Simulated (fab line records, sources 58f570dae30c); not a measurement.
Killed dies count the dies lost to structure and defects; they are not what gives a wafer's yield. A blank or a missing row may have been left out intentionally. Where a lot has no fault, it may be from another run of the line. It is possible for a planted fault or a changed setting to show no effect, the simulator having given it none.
Check for tools in common    flow berkeley_cmos170    Lots sampled 14, wafers sampled 42

== REASON FOR OPENING ==
UCB170_V2_THK_MEAS_04, reading V2_POLISHED_THK: flagged on 2 of 14 lots. Fault-free wafers read 1000.5 nm, with a standard deviation of 1.1.
Rule: a lot is flagged when every wafer of it that has a number lies more than 4 standard deviations from that mean, or none has a number. The rest of the lots are taken to be sound.

lot   measured      on             V2_POLISHED_THK (nm), wafer by wafer  flag
L867  day 8 06:36   film_metro-01  1000.4 1001.2 999.8                   
L868  day 8 09:29   film_metro-01  1001.3 1000.5 1001.2                  
L873  day 9 07:20   film_metro-02  1000.7 1001.8 1002.2                  
L874  day 10 02:00  film_metro-01  999.6 999.6 999.8                     
L875  day 10 02:24  film_metro-04  1074.8 1078.0 1077.5                  FLAGGED
L877  day 10 06:19  film_metro-01  1075.7 1075.0 1075.1                  FLAGGED
L878  day 10 23:34  film_metro-01  1000.5 1001.2 1000.7                  
L881  day 11 16:19  film_metro-04  1000.6 999.8 999.8                    
L882  day 11 22:08  film_metro-02  1000.9 1001.1 1001.5                  
L883  day 12 16:28  film_metro-02  1000.5 1001.2 1001.1                  
L885  day 12 22:52  film_metro-02  999.6 998.4 1000.2                    
L889  day 13 19:05  film_metro-02  999.9 1000.9 1001.9                   
L890  day 13 21:47  film_metro-04  999.6 999.0 998.8                     
L888  day 13 23:48  film_metro-04  999.5 999.3 1001.4                    
Average over the flagged lots: 1076.0 nm; offset from the usual +75.5 nm, equal to +69 standard deviations.

== EACH LOT AND THE TOOL IT RAN ON ==
2 process steps preceding the reading are held in the record, out of 331 steps in the route. Every cell lists first the tool, next ch and the chambers used by the sampled wafers, and last the start.
lot   flag     UCB170_M1_SPUTTER_00          UCB170_V2_CMP_02
L867           pvd_sputter-04, day 7 19:38   cmp-02 ch 0,1, day 8 06:13
L868           pvd_sputter-03, day 7 22:05   cmp-02 ch 0,1,2, day 8 09:09
L873           pvd_sputter-01, day 8 21:53   cmp-02 ch 1,2,3, day 9 07:01
L874           pvd_sputter-04, day 9 15:34   cmp-01 ch 0,3, day 10 01:34
L875  FLAGGED  pvd_sputter-03, day 9 15:50   cmp-02 ch 1,2,3, day 10 02:04
L877  FLAGGED  pvd_sputter-04, day 9 20:53   cmp-02 ch 1,2,3, day 10 05:58
L878           pvd_sputter-03, day 10 13:10  cmp-01 ch 0,2,3, day 10 23:14
L881           pvd_sputter-01, day 11 07:20  cmp-01 ch 2,3, day 11 15:55
L882           pvd_sputter-04, day 11 07:37  cmp-01 ch 0,2,3, day 11 21:48
L883           pvd_sputter-01, day 12 03:59  cmp-01 ch 0,1, day 12 16:02
L885           pvd_sputter-01, day 12 11:28  cmp-02 ch 1,3, day 12 22:26
L889           pvd_sputter-01, day 13 09:49  cmp-01 ch 0,1,3, day 13 18:43
L890           pvd_sputter-04, day 13 11:49  cmp-02 ch 0,2, day 13 21:21
L888           pvd_sputter-03, day 13 13:55  cmp-01 ch 0,1,2, day 13 23:28
What the steps here do:
- UCB170_M1_SPUTTER_00: material Al, target thk 600 nm, time 80 s.
- UCB170_V2_CMP_02: polishes SiO2.
- UCB170_V2_THK_MEAS_04

== FLAGGED AGAINST TOTAL, ONE TOOL AT A TIME (gauges that did the reading follow at the end) ==
step                   tool            lots run  flagged  share of the flagged lots  sound lots run after its first flagged lot
UCB170_M1_SPUTTER_00   pvd_sputter-01  5         0        none                       -
UCB170_M1_SPUTTER_00   pvd_sputter-03  4         1        some                       2 (L878,L888)
UCB170_M1_SPUTTER_00   pvd_sputter-04  5         1        some                       2 (L882,L890)
UCB170_V2_CMP_02       cmp-01          7         0        none                       -
UCB170_V2_CMP_02       cmp-02          7         2        all                        2 (L885,L890)
UCB170_V2_THK_MEAS_04  film_metro-01   5         1        some                       1 (L878)
UCB170_V2_THK_MEAS_04  film_metro-02   5         0        none                       -
UCB170_V2_THK_MEAS_04  film_metro-04   4         1        some                       3 (L881,L890,L888)

== WHAT THE TABLE ALLOWS ==
All flagged lots share 1 row of the table, namely cmp-02 at UCB170_V2_CMP_02.
- cmp-02 at UCB170_V2_CMP_02: 2 of its 7 lots flagged. Lots that were sound ran on it after the first flagged one (L885, L890); a persistent fault on the entire tool would not allow that.
Not one row of the table ran every flagged lot while running no sound lot after the first.

== WHAT WAS PUT IN BY THE SIMULATOR ==
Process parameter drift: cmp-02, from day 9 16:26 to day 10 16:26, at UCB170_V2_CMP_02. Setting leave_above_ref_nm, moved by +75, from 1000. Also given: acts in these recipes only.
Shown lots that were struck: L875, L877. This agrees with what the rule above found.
